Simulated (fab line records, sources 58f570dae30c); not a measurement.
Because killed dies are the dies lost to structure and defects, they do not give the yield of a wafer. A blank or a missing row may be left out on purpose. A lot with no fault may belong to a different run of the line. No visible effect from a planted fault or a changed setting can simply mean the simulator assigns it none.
fab line records | flow berkeley_cmos170
[record] lots = 15 | wafers = 45 | last_day = 13
route steps=331 shown CONTACT@229
lots with no fault: from the same line, run without faults
start_h: the number of hours between the record's first day and the start of the first shown wafer of the lot | wait_h: hours elapsed since this lot's preceding step | " the same as in the row above | L1.1+2: several wafers, shown together as one row | - value missing, or start not given | * or withheld: withheld | < > ~ a bound
route shown NAME@n: NAME is a module with steps in the file, n the number in the route of the first one | usual: the fault-free wafers' mean and standard deviation | same: alike in all rows | chamber/n: place in a boat | sites: the reading at each site | _std_site: their standard deviation | _edge_site: outer sites' mean less inner sites' | radius_mm: for every site, how far away it sits from the centre of the wafer | mask NAME#n: copy n | behind: the most recent tool/chamber to have shaped the wafer | hold: the reason the lot was held/the length of the hold in hours/how it ended | device: whichever transistor did not switch (one of n, p or np) | end of line: the route-end tests of the same wafers | for a step that has no rows: nothing shown but its recipe | killed: dies lost to structure and defects at the first sort, not the wafer's yield | map: dies across one wafer; x = killed, . = not, _ = none there
set.NAME: setting as actually run; set.NAME@STEP: the setting as run at that earlier step | model.NAME: the simulator's own value behind a step, which no gauge read
route steps across a sampled set of lots; one table per step, one row per wafer
[[steps]]
[step UCB170_CONTACT_PEB_13]
[recipe] peb_temp_c = 130 | peb_time_s = withheld | resist = KrF
[usual] chill_plate_temp_C = 23.03/0.11 | exhaust_pa = 44.7/0.86
lot.wafer | tool           | chamber | start_h | wait_h | chill_plate_temp_C | exhaust_pa
L271.2    | litho_track-04 | 0       | 145.99  | 0.1    | 23.19              | 45.0
L271.3    | "              | 0       | "       | "      | 22.98              | 43.5
L271.5    | "              | 0       | "       | "      | 22.97              | 44.1
L274.1    | litho_track-03 | 0       | 150.60  | 0.3    | 23.17              | 43.4
L274.2    | "              | 0       | "       | "      | 23.13              | 45.7
L274.6    | "              | 0       | "       | "      | 23.11              | 44.7
L276.1    | litho_track-01 | 0       | 167.31  | 0.1    | 23.05              | 46.7
L276.4    | "              | 0       | "       | "      | 23.07              | 45.2
L276.6    | "              | 0       | "       | "      | 22.92              | 44.5
L278.1    | litho_track-01 | 0       | 188.89  | 0.1    | 23.13              | 43.7
L278.5    | "              | 0       | "       | "      | 23.05              | 43.7
L278.6    | "              | 0       | "       | "      | 22.91              | 44.7
L277.2    | litho_track-03 | 0       | 189.22  | 0.1    | 22.84              | 46.7
L277.3    | "              | 0       | "       | "      | 22.91              | 45.9
L277.6    | "              | 0       | "       | "      | 23.00              | 45.1
L279.3    | litho_track-01 | 0       | 199.80  | 0.2    | 22.96              | 45.1
L279.4    | "              | 0       | "       | "      | 22.89              | 44.4
L279.5    | "              | 0       | "       | "      | 22.97              | 45.2
L280.1    | litho_track-04 | 0       | 199.83  | 0.2    | 22.99              | 44.0
L280.3    | "              | 0       | "       | "      | 23.04              | 44.1
L280.6    | "              | 0       | "       | "      | 23.03              | 43.7
L283.3    | litho_track-01 | 0       | 216.97  | 0.1    | 22.93              | 44.6
L283.4    | "              | 0       | "       | "      | 22.90              | 44.9
L283.5    | "              | 0       | "       | "      | 22.89              | 45.6
L284.1    | litho_track-04 | 0       | 232.17  | 0.7    | 23.13              | 44.0
L284.4    | "              | 0       | "       | "      | 23.04              | 44.3
L284.5    | "              | 0       | "       | "      | 22.92              | 44.3
L287.3    | litho_track-01 | -       | 239.44  | 0.1    | -                  | -
L287.4    | "              | -       | "       | "      | -                  | -
L287.6    | "              | -       | "       | "      | -                  | -
L285.2    | litho_track-04 | -       | 239.66  | 0.1    | -                  | -
L285.3    | "              | -       | "       | "      | -                  | -
L285.4    | "              | -       | "       | "      | -                  | -
L286.1    | litho_track-01 | -       | 239.87  | 0.1    | -                  | -
L286.4    | "              | -       | "       | "      | -                  | -
L286.6    | "              | -       | "       | "      | -                  | -
L289.1    | litho_track-03 | 0       | 257.06  | 0.6    | 23.02              | 44.5
L289.2    | "              | 0       | "       | "      | 23.17              | 45.1
L289.4    | "              | 0       | "       | "      | 22.88              | 43.7
L288.2    | litho_track-01 | 0       | 257.77  | 0.7    | 22.80              | 44.7
L288.4    | "              | 0       | "       | "      | 22.98              | 44.0
L288.6    | "              | 0       | "       | "      | 22.86              | 44.5
L292.4    | litho_track-04 | 0       | 285.38  | 0.1    | 23.03              | 45.6
L292.5    | "              | 0       | "       | "      | 22.96              | 45.6
L292.6    | "              | 0       | "       | "      | 22.91              | 44.4
[[key]]
[first_sign] step = UCB170_CONTACT_PEB_13 | reading = tool_record | direction = missing
effect none on later readings
met_at UCB170_CONTACT_PEB_13
struck_lots L285,L286,L287
later_rows_left_out L285.2,L285.3,L285.4,L286.1,L286.4,L286.6,L287.3,L287.4,L287.6
sort_left_out L285.2,L285.3,L285.4,L286.1,L286.4,L286.6,L287.3,L287.4,L287.6
tester_left_out L285,L286,L287
onset_between 232.17 239.44
[fault] kind = skipped_step_whole | tool = litho_track-01,litho_track-04 | chamber = - | onset_h = 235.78 | steps = UCB170_CONTACT_PEB_13 | scope = struck_lots_only
// tester_left_out: of these lots the tester's yield and bins aren't shown, on N5 and GAA mostly nor the transistor test; their killed dies are dies lost to structure and defects alone, not to doping, threshold or leakage, so they don't give the yield
// sort_left_out: the simulated sort isn't trusted on such a fault, so these wafers' sort isn't shown, and their yield isn't known
// later_rows_left_out: the simulator's readings of these wafers behind a module that went badly wrong aren't trusted and aren't shown, but for the sort
